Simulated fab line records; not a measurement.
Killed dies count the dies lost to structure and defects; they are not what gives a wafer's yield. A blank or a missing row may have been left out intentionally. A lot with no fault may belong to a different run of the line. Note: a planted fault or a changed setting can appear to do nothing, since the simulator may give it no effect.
Which tool did it?	flow berkeley-cmos170	42 wafers sampled from 14 lots at 1 step of a route of 331

WHAT EACH GAUGE READ, for each wafer
Not one reading of a measure or inspect step in the record can be checked against a usual standard deviation.

WHAT TOOL EACH LOT RAN ON (gives the tool, then ch and the chambers of the sampled wafers, and finally the start)
lot	UCB170_PWELL_WET_ETCH_20
L565	wet-bench-01 ch 2, day 3 03:59
L566	wet-bench-03 ch 2, day 3 10:10
L567	wet-bench-01 ch 3, day 3 14:22
L569	wet-bench-04 ch 2, day 4 05:32
L570	wet-bench-04 ch 1, day 4 05:32
L571	wet-bench-04 ch 1, day 4 11:23
L573	wet-bench-04 ch 0, day 5 03:31
L577	wet-bench-03 ch 3, day 5 23:34
L581	wet-bench-01 ch 2, day 6 09:42
L582	wet-bench-03 ch 2, day 6 18:34
L583	wet-bench-01 ch 0, day 6 22:59
L585	wet-bench-03 ch 0, day 7 06:58
L586	wet-bench-03 ch 1, day 7 14:31
L587	wet-bench-03 ch 0, day 7 19:12
- UCB170_PWELL_WET_ETCH_20: etches SiO2 in BOE, time 22 s.

WHAT THE TOOLS THEMSELVES READ (means of the sampled wafers that have a number; where no wafer has one, the mark that the record gives instead)
UCB170_PWELL_WET_ETCH_20.
lot	tool	run-length-s (s)
L565	wet-bench-01	52.8
L566	wet-bench-03	49.1
L567	wet-bench-01	49.4
L569	wet-bench-04	50.4
L570	wet-bench-04	49.0
L571	wet-bench-04	33.7
L573	wet-bench-04	32.3
L577	wet-bench-03	53.0
L581	wet-bench-01	53.2
L582	wet-bench-03	48.0
L583	wet-bench-01	47.6
L585	wet-bench-03	53.9
L586	wet-bench-03	48.1
L587	wet-bench-03	47.6

THE ANSWER, worked out from the rows above alone
Rule: the usual values come from the lots themselves. Put in order of their means at a reading, lots are off if they are a third of the lots or fewer, leave a main group of 4 or more, and stand apart from it by a gap of 3 or more times the standard deviation of the main group's means; of several such gaps the widest counts. If all means in a main group match to the digits the tables above print for the reading, that group is not used. Also off: a lot with no number at a reading for which 4 or more lots have one. Any other lot the step has rows for is counted as sound. After the gauges, taken in route order, come the tools' own readings; for these a lot's mean is taken, as printed above. At the first step where some lot is off, the reading lying furthest off is the one used; lots without a number count as furthest.
Off: L571, L573, at UCB170_PWELL_WET_ETCH_20 (run-length-s). Mean 50.2 s and standard deviation 2.3 in the main group.
If a tool, at that step or one of the process steps before it, ran each lot that is off and ran no sound lot following the first of them, it fits. One candidate fits, namely wet-bench-04 at UCB170_PWELL_WET_ETCH_20. Its last sound lot is L569 (day 4 05:32), its first lot that is off L571 (day 4 11:23): a fault that began between those two fits.
On the lots that are off, the tool's own readings at UCB170_PWELL_WET_ETCH_20 differ by more than 5 times the standard deviation of the sound lots' means, which bears it out; run-length-s reads 33.0 s there versus 50.2 s on the sound lots.

WHAT THE SIMULATOR PUT IN
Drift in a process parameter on wet-bench-04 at UCB170_PWELL_WET_ETCH_20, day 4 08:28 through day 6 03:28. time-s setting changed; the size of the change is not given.
Struck lots among those shown: L571, L573. The rule above reached the same finding.
